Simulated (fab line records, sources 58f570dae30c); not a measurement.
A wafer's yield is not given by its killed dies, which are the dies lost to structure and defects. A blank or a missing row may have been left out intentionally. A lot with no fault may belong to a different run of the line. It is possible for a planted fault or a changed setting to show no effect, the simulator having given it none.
Comparing a struck lot with a sound one || flow berkeley_cmos170 || 17 steps out of a route of 331
Sound: these wafers, L899.1, L899.2, L899.5. The struck wafers were L898.1, L898.2, L898.6. Last of all comes the cause.
Order at every step that has rows: each side's tool, ch and its chambers, its first start. Under that, the readings that differ: sound wafers || struck wafers || difference of the means || sigmas: that difference in standard deviations of wafers without a fault.
alike: readings whose means differ by less than 2 such deviations, and words and numbers that are the same on both sides. not compared: withheld readings, readings that some wafer has no value for, bounds like >300 that may hide the same value, and numbers for which the record gives no deviation and whose values overlap.
Wherever a step has rows on one side only, a row that says differs or no value, or a row with sigmas, the two part there. Numbers that don't overlap but have no deviation are shown without sigmas and don't part them. A reading that every wafer of one side lacks parts them only if that side has two wafers or more.

first, 1 step without rows for these wafers: UCB170_CONTACT_SOFTBAKE_05 (time 60 s).
UCB170_CONTACT_STRIP_06: strips in O2.
  sound on plasma_asher-02 ch 0,1, day 7 21:45; struck on plasma_asher-01 ch 0,1, day 8 07:20
  alike: drypump_motor_current_A, oes_product_au, strip_time_to_endpoint_s
  not compared: rf_hours_counter_h
then, 1 step without rows for these wafers: UCB170_CONTACT_CLEAN_07 (cleans in SPM, time 600 s).
UCB170_CONTACT_RTA_08: time 10 s.
  sound on rtp_anneal-01 ch 0, day 7 22:01; struck on rtp_anneal-02 ch 0, day 8 07:37
{"reading": "lamp_power_pct (%)", "sound": "23.3 23.3 23.3", "struck": "25.1 25.0 25.1", "difference": "+1.8", "sigmas": "+2"}
  alike: wafer_temp_C_max
then, 6 steps without rows for these wafers: UCB170_CONTACT_COAT_09; UCB170_CONTACT_COAT_10 (resist thk 900 nm); UCB170_CONTACT_SOFTBAKE_11 (time 60 s); UCB170_CONTACT_EXPOSE_12 (exposes mask CONT, target cd 700 nm); UCB170_CONTACT_PEB_13; UCB170_CONTACT_DEVELOP_14 (develop time 45 s).
UCB170_CONTACT_CD_MEAS_15: target cd 700 nm.
  sound: cd_sem-01 at day 7 23:28; struck: cd_sem-02 at day 8 09:14
{"reading": "cd_nm (nm)", "sound": "697.6 698.5 698.6", "struck": "702.0 701.9 702.1", "difference": "+3.8", "sigmas": "+3"}
UCB170_CONTACT_OVL_MEAS_16:
  sound: overlay-02 at day 7 23:35; struck: overlay-02 at day 8 09:22
  alike: CONTACT_OVL
UCB170_CONTACT_ETCH_17: etches BARC in N2/H2.
  sound on rie_diel-01 ch 0,1,3, day 7 23:38; struck on rie_diel-02 ch 0,1, day 8 09:24
  no value came back on the struck wafers for any of 5 readings (bias_w (W), chamber_pressure_mTorr (mTorr) and others); on the sound wafers bias_w (W) reads 100.4 99.6 99.7
UCB170_CONTACT_ETCH_18: etches PSG in CHF3/CF4/Ar, stops on TiSi2, target depth 840 nm, time 195 s.
  sound on rie_diel-01 ch 0,1,3; struck on rie_diel-02 ch 0,1
{"reading": "oes_product_au (a.u.)", "sound": "0.898 0.902 0.892", "struck": "0.368 0.359 0.380", "difference": -0.528, "sigmas": -35}
  alike: CHF3_flow_sccm, cf4_flow_sccm, drypump_motor_current_A, throttle_valve_pct
  not compared: rf_hours_counter_h
UCB170_CONTACT_STRIP_19: strips in O2.
  sound on plasma_asher-02 ch 0,1, day 7 23:48; struck on plasma_asher-02 ch 0,1, day 8 09:34
  alike: drypump_motor_current_A, oes_product_au
  not compared: rf_hours_counter_h
UCB170_CONTACT_CD_MEAS_90: target cd 700 nm.
  sound: cd_sem-02 at day 7 23:59; struck: cd_sem-02 at day 8 09:40
{"reading": "cd_nm (nm)", "sound": "699.0 699.3 698.5", "struck": "- - -", "difference": "no value on the struck wafers", "sigmas": ""}
then, 1 step without rows for these wafers: UCB170_CONTACT_CLEAN_20 (cleans in SPM, time 600 s).

== WHERE THEY PART ==
At UCB170_CONTACT_RTA_08 first; at UCB170_CONTACT_CD_MEAS_90 last (within this record only).

WHY: whatever the simulator had introduced
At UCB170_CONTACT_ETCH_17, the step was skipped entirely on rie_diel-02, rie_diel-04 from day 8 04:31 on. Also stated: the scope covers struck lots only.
